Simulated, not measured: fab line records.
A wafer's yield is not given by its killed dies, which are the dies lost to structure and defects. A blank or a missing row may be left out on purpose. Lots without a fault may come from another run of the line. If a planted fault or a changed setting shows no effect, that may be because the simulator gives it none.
Which of the tools did it? / flow berkeley-cmos170 / 7 lots (21 wafers sampled), 1 step of a 331-step route

WHAT THE GAUGES SHOWED, per wafer
UCB170_M2_CD_MEAS_15: target cd 700 nm.
lot=L770; measured=day 8 20:25; on=cd-sem-01; cd-nm (nm)=700.9 700.2 701.1
lot=L773; measured=day 9 11:08; on=cd-sem-01; cd-nm (nm)=699.0 699.6 698.8
lot=L776; measured=day 10 07:20; on=cd-sem-02; cd-nm (nm)=697.9 699.2 700.1
lot=L780; measured=day 11 05:31; on=cd-sem-02; cd-nm (nm)=701.9 701.1 701.8
lot=L787; measured=day 12 11:37; on=cd-sem-01; cd-nm (nm)=700.2 701.1 699.1
lot=L788; measured=day 13 13:23; on=cd-sem-02; cd-nm (nm)=699.4 699.5 699.4
lot=L790; measured=day 13 16:53; on=cd-sem-01; cd-nm (nm)=699.4 699.4 700.0

EACH LOT AND THE TOOL THAT RAN IT (in order: tool; ch and the chambers of the sampled wafers; start)
No process step before these readings appears in the record.

THE ANSWER, worked out from the rows above alone
Rule: what is usual is taken from the lots themselves. The widest of any qualifying gaps counts: lots, ordered by their means at a reading, are off when they make up no more than a third of the lots, leave a main group of 4 or more, and stand apart from it by 3 or more times the standard deviation of that group's means. If all means in a main group match to the digits the tables above print for the reading, that group is not used. A lot without any number at a reading at which 4 lots or more have one is off too. Where the step has rows for the other lots, those lots are counted as sound.
No lot is off on any of the readings shown, so nothing can be concluded from this.

WHAT WAS PUT IN BY THE SIMULATOR
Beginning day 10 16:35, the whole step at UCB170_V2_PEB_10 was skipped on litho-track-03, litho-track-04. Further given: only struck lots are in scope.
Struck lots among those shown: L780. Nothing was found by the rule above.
